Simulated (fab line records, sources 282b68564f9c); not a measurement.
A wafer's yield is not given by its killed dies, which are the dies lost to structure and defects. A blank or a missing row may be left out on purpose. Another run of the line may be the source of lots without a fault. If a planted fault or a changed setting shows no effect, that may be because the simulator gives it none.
Problem report in the 8D (eight disciplines) form, filled by code	flow rit cmos	the parts of the form that need people (team, actions taken, sign-off) are left out

## 1. WHAT IS WRONG
On 2 wafers of 1 lot, oes product au at RIT_M1_METAL_ETCH_12 has a mean of 0.665 a.u.; fault-free wafers read 0.772 a.u., standard deviation 0.0096. Relative to the usual mean, that is a shift of -11 standard deviations.
The step: etches Al in Cl2/BCl3, stops on SiO2, time 165 s, target depth 600 nm.
First observed at day 5 19:52: wafer L163.1, on rie metal-04. At this step, 15 wafers from 5 lots have a number in the record. Rule for "out" (also "out of limits"): further than 4 standard deviations from the usual mean. Any other wafer with a number is counted as sound.

## 2. WHAT IT IS, AND WHAT IT ISN'T
question	is	is not
which readings at this step	oes product au	drypump motor current A, throttle valve pct
which lots	L163	L152, L158, L162, L173
which wafers of those lots	L163.1, L163.3	L163.4
read on which tools	rie metal-04	rie metal-03
when	from day 5 19:52	up to then (10 sound wafers); but 3 sound wafers of L173 came after

## 3. WHAT RULES OUT EACH SUSPECT
Counting: any tool at a process step up to the reading remains a suspect provided it ran every lot that is out. Sound lots after the first of them don't rule it out here, since some wafers of a struck lot are sound.
- pvd sputter-02 at RIT_M1_SPUTTER_00 (material Al, target thk 400 nm, time 500 s): kept. It processed L163, the lot that is out, at day 5 18:07, and its most recent sound lot before then was L152 at day 3 12:14.
- rie metal-04 at RIT_M1_METAL_ETCH_12 (etches Al in Cl2/BCl3, stops on SiO2, time 165 s, target depth 600 nm): kept. It processed L163, the lot that is out, at day 5 19:52, and its most recent sound lot before then was L158 at day 4 18:50. Its own readings are out on those wafers: oes product au.
- The sound lot-mates ran in chamber 0 of rie metal-04 at RIT_M1_METAL_ETCH_12, but the wafers that are out ran in chamber 1.
What counting leaves: pvd sputter-02 at RIT_M1_SPUTTER_00 and rie metal-04 at RIT_M1_METAL_ETCH_12.

## 4. THE CAUSE (what the simulator had put in)
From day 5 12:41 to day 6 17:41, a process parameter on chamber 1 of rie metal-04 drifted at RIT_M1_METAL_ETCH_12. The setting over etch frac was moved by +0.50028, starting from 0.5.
Of the 2 suspects that counting leaves, this tool is one.

## 5. SEQUENCE OF EFFECTS, ordered by route
Each row: a reading where the mean over the struck wafers with a number is more than 3 standard deviations away from the usual. Readings are gone through only where the record gives a usual standard deviation; hours: the median, over the lots, of the time from a lot's start at the first step in this table giving one to that lot's start at this step; sigmas: the change measured in usual standard deviations.
hours	step	reading	usual	on struck wafers	change	sigmas
0	RIT_M1_METAL_ETCH_12	oes product au	0.772 a.u.	0.665	-0.107	-11
The process steps in it:
- RIT_M1_METAL_ETCH_12: etches Al in Cl2/BCl3, stops on SiO2, time 165 s, target depth 600 nm.
Later steps that measure or inspect, where all struck wafers having a row at the step show a number for every such reading and not one has moved that far: RIT_M1_CD_MEAS_90.

## 6. HOW IT WOULD HAVE BEEN CAUGHT EARLIER
First out-of-limits reading in this record: day 5 19:52, which is 7 hours after fault onset at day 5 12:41.
